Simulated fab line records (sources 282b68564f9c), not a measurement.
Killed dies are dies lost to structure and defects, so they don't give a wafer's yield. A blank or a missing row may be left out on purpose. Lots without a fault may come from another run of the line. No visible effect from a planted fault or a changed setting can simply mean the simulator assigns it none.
fab line records	flow rit_cmos
record lots=14	wafers=42	last_day=7
route steps=202 shown ACTIVE@11 PSD@148 M1@202
lots that met no fault: from a run of the same line without faults
start_h: hours from the record's first day to the start of the lot's first wafer shown	wait_h: hours since the lot's step before	" as in the row above	L1.1+2: one row covering several wafers at once	- no value, or no start was given	* or withheld: withheld	< > ~ a bound
route shown NAME@n: names a module that has steps shown in the file, with the first one's number in the route	usual: mean/standard deviation of fault-free wafers	same: alike in all rows	chamber/n: place in a boat	sites: readings site by site	_std_site: their standard deviation	_edge_site: the outer-site mean with the inner-site mean subtracted	radius_mm: for every site, how far away it sits from the centre of the wafer	mask NAME#n: copy n	behind: the most recent tool/chamber to have shaped the wafer	hold: why the lot went on hold/how many hours it stayed there/how the hold came to an end	device: transistor that didn't switch, given as n, p or np	end of line: the route-end tests of the same wafers	a step given without rows: its recipe and nothing more	killed: count of dies lost to structure and defects at first sort (not the wafer's yield)	map: the dies of a wafer, with x for killed, . for not killed, _ for no die there
set.NAME: the setting the step ran with; set.NAME@STEP: the setting that earlier step ran with	model.NAME: the simulator's own value behind a step, which no gauge read
a sample of lots followed through the steps of the route, with each step as a table and each wafer as a row
services: from which hour (start_h, from the record's first day; less than 0 if before it) a tool's chamber was out of use, for how many hours, and why
## steps
# step RIT_ACTIVE_DEVELOP_10
# recipe resist=NOVOLAK	develop_time_s=50	dev_temp_c=23
lot.wafer	tool	chamber	start_h	wait_h
L464.3+4+6	litho_track-02	0	14	-
L465.4+5+6	litho_track-01	0	19	-
L466.1+2+3	litho_track-01	0	24	-
L470.1+2+6	litho_track-02	0	44	-
L471.2+4+5	litho_track-02	0	49	-
L472.3+5+6	litho_track-02	0	54	-
L473.1+4+6	litho_track-01	0	59	-
L474.2+5+6	litho_track-01	0	64	-
L476.2+4+6	litho_track-02	0	75	-
L477.2+3+6	litho_track-04	0	79	-
L478.3+5+6	litho_track-02	0	85	-
L483.1+4+6	litho_track-02	0	109	-
L484.2+3+5	litho_track-01	0	114	-
L486.1+3+4	litho_track-04	0	125	-
# step RIT_ACTIVE_CD_MEAS_11
# recipe target_cd_nm=1400
# usual cd_nm=1399.0/2.5
lot.wafer	tool	chamber	start_h	wait_h	cd_nm
L464.3	cd_sem-02	-	14.48	-	1397.7
L464.4	"	-	"	"	1401.2
L464.6	"	-	"	"	1399.8
L465.4	cd_sem-02	-	19.50	-	1399.0
L465.5	"	-	"	"	1397.5
L465.6	"	-	"	"	1399.9
L466.1	cd_sem-02	-	24.91	-	1400.0
L466.2	"	-	"	"	1401.0
L466.3	"	-	"	"	1401.0
L470.1	cd_sem-01	-	44.56	-	1399.5
L470.2	"	-	"	"	1399.8
L470.6	"	-	"	"	1396.9
L471.2	cd_sem-01	-	49.58	-	1397.4
L471.4	"	-	"	"	1395.0
L471.5	"	-	"	"	1394.8
L472.3	cd_sem-02	-	54.48	-	1403.1
L472.5	"	-	"	"	1403.7
L472.6	"	-	"	"	1403.2
L473.1	cd_sem-01	-	59.56	-	1404.4
L473.4	"	-	"	"	1401.0
L473.6	"	-	"	"	1404.6
L474.2	cd_sem-01	-	64.46	-	1399.0
L474.5	"	-	"	"	1400.7
L474.6	"	-	"	"	1401.2
L476.2	cd_sem-02	-	75.17	-	1395.6
L476.4	"	-	"	"	1397.9
L476.6	"	-	"	"	1398.3
L477.2	cd_sem-01	-	79.58	-	1397.8
L477.3	"	-	"	"	1399.9
L477.6	"	-	"	"	1397.7
L478.3	cd_sem-01	-	85.45	-	1375.7
L478.5	"	-	"	"	1376.0
L478.6	"	-	"	"	1376.2
L483.1	cd_sem-02	-	109.44	-	1377.5
L483.4	"	-	"	"	1378.7
L483.6	"	-	"	"	1377.2
L484.2	cd_sem-01	-	114.53	-	1399.4
L484.3	"	-	"	"	1400.0
L484.5	"	-	"	"	1399.1
L486.1	cd_sem-01	-	125.27	-	1397.5
L486.3	"	-	"	"	1398.7
L486.4	"	-	"	"	1397.4
# step RIT_ACTIVE_STRIP_14
# recipe chemistry=O2	time_s=180	resist=NOVOLAK	platen_temp_c=withheld	power_w=500	pressure_mtorr=4000	o2_flow_sccm=4000
# usual drypump_motor_current_A=5.7/0.65
lot.wafer	tool	chamber	start_h	wait_h	drypump_motor_current_A	rf_hours_counter_h
L464.3	plasma_asher-03	0	14.90	0.1	5.6	-
L464.4	"	1	"	"	5.6	-
L464.6	"	1	"	"	5.6	-
L465.4	plasma_asher-02	0	19.90	0.1	5.3	-
L465.5	"	1	"	"	6.6	-
L465.6	"	0	"	"	5.3	-
L466.1	plasma_asher-02	0	25.31	0.1	5.3	38
L466.2	"	1	"	"	6.6	38
L466.3	"	0	"	"	5.3	-
L470.1	plasma_asher-04	0	44.97	0.1	5.7	27
L470.2	"	1	"	"	4.7	27
L470.6	"	1	"	"	4.7	-
L471.2	plasma_asher-02	0	49.97	0.1	5.3	41
L471.4	"	1	"	"	6.6	-
L471.5	"	1	"	"	6.6	-
L472.3	plasma_asher-04	1	54.90	0.1	4.7	-
L472.5	"	1	"	"	4.7	-
L472.6	"	0	"	"	5.7	-
L473.1	plasma_asher-04	0	59.97	0.1	5.7	28
L473.4	"	1	"	"	4.7	-
L473.6	"	0	"	"	5.7	-
L474.2	plasma_asher-02	1	64.84	0.1	6.6	42
L474.5	"	1	"	"	6.6	-
L474.6	"	0	"	"	5.3	-
L476.2	plasma_asher-02	0	75.55	0.1	5.3	44
L476.4	"	0	"	"	5.2	-
L476.6	"	0	"	"	5.2	-
L477.2	plasma_asher-03	1	79.97	0.1	5.6	43
L477.3	"	1	"	"	5.6	-
L477.6	"	1	"	"	5.6	-
L478.3	plasma_asher-04	0	85.87	0.1	5.7	-
L478.5	"	1	"	"	4.7	-
L478.6	"	0	"	"	5.7	-
L483.1	plasma_asher-04	0	109.84	0.1	5.7	34
L483.4	"	0	"	"	5.7	-
L483.6	"	1	"	"	4.7	-
L484.2	plasma_asher-02	1	114.91	0.1	6.6	48
L484.3	"	1	"	"	6.6	-
L484.5	"	1	"	"	6.6	-
L486.1	plasma_asher-02	0	125.68	0.1	5.2	49
L486.3	"	1	"	"	6.6	-
L486.4	"	0	"	"	5.2	-
# step RIT_PSD_OVL_MEAS_06
# usual PSD_OVL=0.5/1.4
lot.wafer	tool	chamber	start_h	wait_h	PSD_OVL[nm]
L464.3	overlay-01	-	47.85	-	1.7
L464.4	"	-	"	"	-0.1
L464.6	"	-	"	"	3.0
L465.4	overlay-02	-	54.02	-	2.8
L465.5	"	-	"	"	0.3
L465.6	"	-	"	"	1.8
L466.1	overlay-01	-	58.95	-	1.0
L466.2	"	-	"	"	2.8
L466.3	"	-	"	"	1.1
L470.1	overlay-01	-	77.61	-	-1.8
L470.2	"	-	"	"	-0.5
L470.6	"	-	"	"	-2.6
L471.2	overlay-01	-	83.60	-	1.1
L471.4	"	-	"	"	1.6
L471.5	"	-	"	"	2.6
L472.3	overlay-02	-	89.36	-	1.6
L472.5	"	-	"	"	1.6
L472.6	"	-	"	"	0.3
L473.1	overlay-01	-	93.16	-	-2.7
L473.4	"	-	"	"	0.3
L473.6	"	-	"	"	-0.1
L474.2	overlay-02	-	98.03	-	1.7
L474.5	"	-	"	"	2.3
L474.6	"	-	"	"	2.5
L476.2	overlay-01	-	108.39	-	1.0
L476.4	"	-	"	"	0.6
L476.6	"	-	"	"	2.6
L477.2	overlay-02	-	113.40	-	1.6
L477.3	"	-	"	"	2.7
L477.6	"	-	"	"	0.9
L478.3	overlay-02	-	118.98	-	1.7
L478.5	"	-	"	"	0.2
L478.6	"	-	"	"	1.7
L483.1	overlay-02	-	144.14	-	1.1
L483.4	"	-	"	"	0.6
L483.6	"	-	"	"	0.7
L484.2	overlay-01	-	149.03	-	-1.1
L484.3	"	-	"	"	1.0
L484.5	"	-	"	"	1.5
L486.1	overlay-01	-	158.02	-	0.8
L486.3	"	-	"	"	-0.4
L486.4	"	-	"	"	-0.2
# step RIT_PSD_STRIP_09
# recipe chemistry=O2	time_s=180	resist=NOVOLAK	platen_temp_c=withheld	power_w=500	pressure_mtorr=4000	o2_flow_sccm=4000
# usual drypump_motor_current_A=5.6/0.52
lot.wafer	tool	chamber	start_h	wait_h	drypump_motor_current_A	rf_hours_counter_h
L464.3	plasma_asher-02	1	48.23	0.1	6.6	-
L464.4	"	0	"	"	5.3	-
L464.6	"	1	"	"	6.6	-
L465.4	plasma_asher-02	1	54.40	0.1	6.6	-
L465.5	"	1	"	"	6.6	-
L465.6	"	0	"	"	5.2	-
L466.1	plasma_asher-02	1	59.29	0.1	6.6	42
L466.2	"	0	"	"	5.2	42
L466.3	"	0	"	"	5.2	-
L470.1	plasma_asher-02	1	77.95	0.1	6.6	44
L470.2	"	0	"	"	5.3	44
L470.6	"	0	"	"	5.3	-
L471.2	plasma_asher-03	1	83.93	0.1	5.6	44
L471.4	"	1	"	"	5.6	-
L471.5	"	1	"	"	5.6	-
L472.3	plasma_asher-01	0	89.74	0.1	5.2	-
L472.5	"	1	"	"	5.3	-
L472.6	"	0	"	"	5.2	-
L473.1	plasma_asher-03	1	93.50	0.1	5.6	45
L473.4	"	1	"	"	5.6	-
L473.6	"	0	"	"	5.7	-
L474.2	plasma_asher-03	0	98.36	0.1	5.6	45
L474.5	"	1	"	"	5.7	-
L474.6	"	0	"	"	5.6	-
L476.2	plasma_asher-02	1	108.72	0.1	6.6	47
L476.4	"	0	"	"	5.2	-
L476.6	"	0	"	"	5.3	-
L477.2	plasma_asher-01	1	113.73	0.1	5.3	47
L477.3	"	0	"	"	5.3	-
L477.6	"	1	"	"	5.3	-
L478.3	plasma_asher-03	1	119.37	0.1	5.6	-
L478.5	"	1	"	"	5.6	-
L478.6	"	0	"	"	5.7	-
L483.1	plasma_asher-02	1	144.48	0.1	6.6	51
L483.4	"	1	"	"	6.6	-
L483.6	"	0	"	"	5.3	-
L484.2	plasma_asher-02	0	149.36	0.1	5.2	52
L484.3	"	0	"	"	5.2	-
L484.5	"	0	"	"	5.3	-
L486.1	plasma_asher-01	0	158.36	0.1	5.2	52
L486.3	"	0	"	"	5.2	-
L486.4	"	1	"	"	5.3	-
# step RIT_M1_PROBE_99
# usual killed_at_contacts=0.1/0.36	killed_at_front_end=7/3.4	killed_dies=7/3.4	killed_open=3.3/2	killed_short=3.8/2.4
# same gross_dies=264	killed_at_M0_to_M3=0	killed_at_M4_up=0	killed_at_back_side=0	killed_at_other=0
lot.wafer	tool	chamber	start_h	wait_h	killed_at_contacts	killed_at_front_end	killed_dies	killed_open	killed_short
L464.3	prober-02	-	56.31	0.2	2	7	9	4	5
L464.4	prober-02	-	56.36	0.2	0	9	9	5	4
L464.6	prober-02	-	56.46	0.2	0	2	2	2	0
L465.4	prober-01	-	62.65	0.2	0	7	7	2	5
L465.5	prober-01	-	62.70	0.2	0	7	7	5	2
L465.6	prober-01	-	62.75	0.2	0	6	6	3	3
L466.1	prober-02	-	67.60	0.1	0	4	4	4	0
L466.2	prober-02	-	67.65	0.1	0	5	5	2	3
L466.3	prober-02	-	67.70	0.2	0	9	9	3	6
L470.1	prober-02	-	86.04	0.1	0	6	6	4	2
L470.2	prober-02	-	86.09	0.1	0	5	5	2	3
L470.6	prober-02	-	86.29	0.2	0	8	8	5	3
L471.2	prober-01	-	92.44	0.1	0	11	11	3	8
L471.4	prober-01	-	92.54	0.2	0	5	5	2	3
L471.5	prober-01	-	92.59	0.2	1	5	6	1	5
L472.3	prober-02	-	97.95	0.2	0	11	11	7	4
L472.5	prober-02	-	98.05	0.2	0	4	4	1	3
L472.6	prober-02	-	98.10	0.2	0	4	4	2	2
L473.1	prober-01	-	101.94	0.1	0	5	5	3	2
L473.4	prober-01	-	102.09	0.2	2	6	8	6	2
L473.6	prober-01	-	102.19	0.2	0	7	7	4	3
L474.2	prober-02	-	106.70	0.1	0	9	9	3	6
L474.5	prober-02	-	106.85	0.2	0	10	10	3	7
L474.6	prober-02	-	106.90	0.2	0	7	7	3	4
L476.2	prober-02	-	116.67	0.1	0	5	5	2	3
L476.4	prober-02	-	116.77	0.2	0	10	10	6	4
L476.6	prober-02	-	116.87	0.2	0	4	4	3	1
L477.2	prober-01	-	121.91	0.1	0	11	11	6	5
L477.3	prober-01	-	121.96	0.2	0	4	4	1	3
L477.6	prober-01	-	122.11	0.2	0	14	14	7	7
L478.3	prober-02	-	127.55	0.2	0	6	6	5	1
L478.5	prober-02	-	127.65	0.2	0	13	13	9	4
L478.6	prober-02	-	127.70	0.2	0	11	11	3	8
L483.1	prober-01	-	153.44	0.1	0	11	11	6	5
L483.4	prober-01	-	153.59	0.2	0	8	8	2	6
L483.6	prober-01	-	153.69	0.2	0	6	6	2	4
L484.2	prober-02	-	158.49	0.1	0	12	12	5	7
L484.3	prober-02	-	158.54	0.2	0	6	6	1	5
L484.5	prober-02	-	158.64	0.2	0	11	11	6	5
L486.1	prober-02	-	166.51	0.1	0	7	7	5	2
L486.3	prober-02	-	166.61	0.2	0	8	8	2	6
L486.4	prober-02	-	166.66	0.2	0	5	5	1	4
# killed by level:class
L464.3 SILICIDE:geometric_particle:short=2 CONTACT:geometric_particle:open=2 FOX1:geometric_particle:short=1 FOX2:geometric_particle:short=1 GATE:geometric_particle:open=1 REOX:geometric_particle:short=1 SILICIDE:geometric_particle:open=1
L464.4 GATE:geometric_particle:open=3 GATE:geometric_particle:short=2 FOX1:geometric_particle:open=1 FOX1:geometric_particle:short=1 REOX:geometric_particle:open=1 SILICIDE:geometric_particle:short=1
L464.6 REOX:geometric_particle:open=1 SILICIDE:geometric_particle:open=1
L465.4 GATE:geometric_particle:short=2 SILICIDE:geometric_particle:short=2 FOX1:geometric_particle:short=1 GATE:geometric_particle:open=1 SILICIDE:geometric_particle:open=1
L465.5 SILICIDE:geometric_particle:open=3 GATE:geometric_particle:open=1 SPACER:geometric_particle:short=1 SPACER:geometric_particle:open=1 SILICIDE:geometric_particle:short=1
L465.6 SILICIDE:geometric_particle:open=2 FOX1:geometric_particle:short=1 FOX2:geometric_particle:short=1 REOX:geometric_particle:open=1 SILICIDE:geometric_particle:short=1
L466.1 FOX1:geometric_particle:open=1 FOX2:geometric_particle:open=1 REOX:geometric_particle:open=1 SILICIDE:geometric_particle:open=1
L466.2 GATE:geometric_particle:short=2 FOX1:geometric_particle:open=1 FOX2:geometric_particle:open=1 SPACER:geometric_particle:short=1
L466.3 GATE:geometric_particle:open=2 SILICIDE:geometric_particle:short=2 FOX1:geometric_particle:short=1 FOX2:geometric_particle:short=1 GATE:geometric_particle:short=1 SPACER:geometric_particle:short=1 SILICIDE:geometric_particle:open=1
L470.1 FOX1:geometric_particle:open=3 FOX1:geometric_particle:short=1 GATE:geometric_particle:short=1 REOX:geometric_particle:open=1
L470.2 REOX:geometric_particle:short=2 GATE:geometric_particle:short=1 REOX:geometric_particle:open=1 SPACER:geometric_particle:open=1
L470.6 FOX2:geometric_particle:open=2 GATE:geometric_particle:open=2 SPACER:geometric_particle:short=2 GATE:geometric_particle:short=1 REOX:geometric_particle:open=1
L471.2 GATE:geometric_particle:short=5 FOX1:geometric_particle:open=1 FOX2:geometric_particle:short=1 FOX2:geometric_particle:open=1 GATE:geometric_particle:open=1 REOX:geometric_particle:short=1 SPACER:geometric_particle:short=1
L471.4 FOX2:geometric_particle:short=2 GATE:geometric_particle:open=2 GATE:geometric_particle:short=1
L471.5 GATE:geometric_particle:short=3 FOX2:geometric_particle:short=2 CONTACT:geometric_particle:open=1
L472.3 REOX:geometric_particle:short=4 REOX:geometric_particle:open=3 FOX1:geometric_particle:open=1 FOX2:geometric_particle:open=1 GATE:geometric_particle:open=1 SPACER:geometric_particle:open=1
L472.5 FOX1:geometric_particle:short=1 GATE:geometric_particle:short=1 SPACER:geometric_particle:open=1 SPACER:geometric_particle:short=1
L472.6 SPACER:geometric_particle:short=2 FOX1:geometric_particle:open=1 GATE:geometric_particle:open=1
L473.1 FOX1:geometric_particle:open=2 GATE:geometric_particle:short=2 FOX2:geometric_particle:open=1
L473.4 GATE:geometric_particle:open=2 GATE:geometric_particle:short=2 CONTACT:geometric_particle:open=2 FOX1:geometric_particle:open=1 SPACER:geometric_particle:open=1
L473.6 GATE:geometric_particle:short=2 ACTIVE:geometric_particle:open=1 FOX1:geometric_particle:short=1 FOX1:geometric_particle:open=1 FOX2:geometric_particle:open=1 REOX:geometric_particle:open=1
L474.2 GATE:geometric_particle:short=3 FOX1:geometric_particle:open=1 GATE:geometric_particle:open=1 REOX:geometric_particle:short=1 SPACER:geometric_particle:short=1 SILICIDE:geometric_particle:short=1 SILICIDE:geometric_particle:open=1
L474.5 GATE:geometric_particle:short=4 GATE:geometric_particle:open=2 SILICIDE:geometric_particle:short=2 FOX1:geometric_particle:short=1 FOX2:geometric_particle:open=1
L474.6 REOX:geometric_particle:short=3 FOX1:geometric_particle:open=1 FOX2:geometric_particle:short=1 GATE:geometric_particle:open=1 REOX:geometric_particle:open=1
L476.2 GATE:geometric_particle:open=2 FOX2:geometric_particle:short=1 GATE:geometric_particle:short=1 REOX:geometric_particle:short=1
L476.4 GATE:geometric_particle:short=3 GATE:geometric_particle:open=2 SPACER:geometric_particle:open=2 FOX1:geometric_particle:short=1 FOX1:geometric_particle:open=1 FOX2:geometric_particle:open=1
L476.6 GATE:geometric_particle:open=2 REOX:geometric_particle:short=1 SPACER:geometric_particle:open=1
L477.2 GATE:geometric_particle:short=3 GATE:geometric_particle:open=3 SPACER:geometric_particle:short=2 FOX1:geometric_particle:open=1 FOX2:geometric_particle:open=1 SPACER:geometric_particle:open=1
L477.3 GATE:geometric_particle:short=2 GATE:geometric_particle:open=1 SILICIDE:geometric_particle:short=1
L477.6 SPACER:geometric_particle:short=4 GATE:geometric_particle:open=3 REOX:geometric_particle:open=2 SPACER:geometric_particle:open=2 GATE:geometric_particle:short=1 REOX:geometric_particle:short=1 SILICIDE:geometric_particle:short=1
L478.3 FOX2:geometric_particle:open=1 GATE:geometric_particle:short=1 GATE:geometric_particle:open=1 REOX:geometric_particle:open=1 SPACER:geometric_particle:open=1 SILICIDE:geometric_particle:open=1
L478.5 GATE:geometric_particle:open=4 GATE:geometric_particle:short=3 REOX:geometric_particle:open=2 SPACER:geometric_particle:open=2 SPACER:geometric_particle:short=1 SILICIDE:geometric_particle:open=1
L478.6 GATE:geometric_particle:short=3 SPACER:geometric_particle:short=2 FOX1:geometric_particle:short=1 FOX2:geometric_particle:short=1 GATE:geometric_particle:open=1 REOX:geometric_particle:short=1 SPACER:geometric_particle:open=1 SILICIDE:geometric_particle:open=1
L483.1 GATE:geometric_particle:short=3 GATE:geometric_particle:open=3 FOX1:geometric_particle:open=2 FOX1:geometric_particle:short=1 SILICIDE:geometric_particle:short=1 SILICIDE:geometric_particle:open=1
L483.4 GATE:geometric_particle:short=4 FOX1:geometric_particle:open=2 REOX:geometric_particle:short=2
L483.6 GATE:geometric_particle:short=2 GATE:geometric_particle:open=2 REOX:geometric_particle:short=2
L484.2 FOX1:geometric_particle:short=4 SILICIDE:geometric_particle:open=2 FOX1:geometric_particle:open=1 FOX2:geometric_particle:open=1 FOX2:geometric_particle:short=1 GATE:geometric_particle:short=1 SPACER:geometric_particle:short=1 SPACER:geometric_particle:open=1
L484.3 FOX1:geometric_particle:short=2 GATE:geometric_particle:short=2 FOX1:geometric_particle:open=1 SPACER:geometric_particle:short=1
L484.5 GATE:geometric_particle:short=3 GATE:geometric_particle:open=2 SPACER:geometric_particle:open=2 FOX1:geometric_particle:short=1 FOX1:geometric_particle:open=1 SPACER:geometric_particle:short=1 SILICIDE:geometric_particle:open=1
L486.1 GATE:geometric_particle:open=2 SILICIDE:geometric_particle:open=2 FOX1:geometric_particle:open=1 GATE:geometric_particle:short=1 REOX:geometric_particle:short=1
L486.3 SILICIDE:geometric_particle:short=4 GATE:geometric_particle:open=2 GATE:geometric_particle:short=1 REOX:geometric_particle:short=1
L486.4 SILICIDE:geometric_particle:short=2 FOX2:geometric_particle:short=1 GATE:geometric_particle:short=1 SILICIDE:geometric_particle:open=1
## services
tool	chamber	start_h	hours	kind
plasma_asher-01	-	0.14	14.6	pm
plasma_asher-01	-	53.02	4.2	repair
plasma_asher-03	-	108.75	9.0	pm
plasma_asher-03	0	108.75	9.0	vent_cycle
plasma_asher-03	1	108.75	9.0	vent_cycle
plasma_asher-03	0	117.75	-	clean
plasma_asher-03	1	117.75	-	clean
litho_track-04	-	121.97	-	consumable_replace:filter
plasma_asher-03	-	137.99	23.6	repair
## key
first_sign step=RIT_ACTIVE_CD_MEAS_11	reading=cd_nm	direction=down	sigmas=9	usual=1399.0	struck=1376.9	through=control_loop
effect none on later readings
met_at RIT_ACTIVE_DEVELOP_10
struck_lots L478,L483
tester_left_out L478,L483
loop_trim step=RIT_ACTIVE_EXPOSE_08	setting=dose	lots=L483
not_acting_at RIT_ACTIVE_STRIP_14,RIT_PSD_OVL_MEAS_06,RIT_PSD_STRIP_09
onset_between 75 85
fault kind=process_parameter_drift	tool=litho_track-02	chamber=-	onset_h=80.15	steps=RIT_ACTIVE_DEVELOP_10	channel=develop_time_s	offset=*	shape=step	end_h=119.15	acts_in=*	stated=*
# tester_left_out: of these lots the tester's yield and bins aren't shown, on N5 and GAA mostly nor the transistor test; their killed dies are dies lost to structure and defects alone, not to doping, threshold or leakage, so they don't give the yield
# loop_trim: a control loop set the setting to another value than it would have without faults
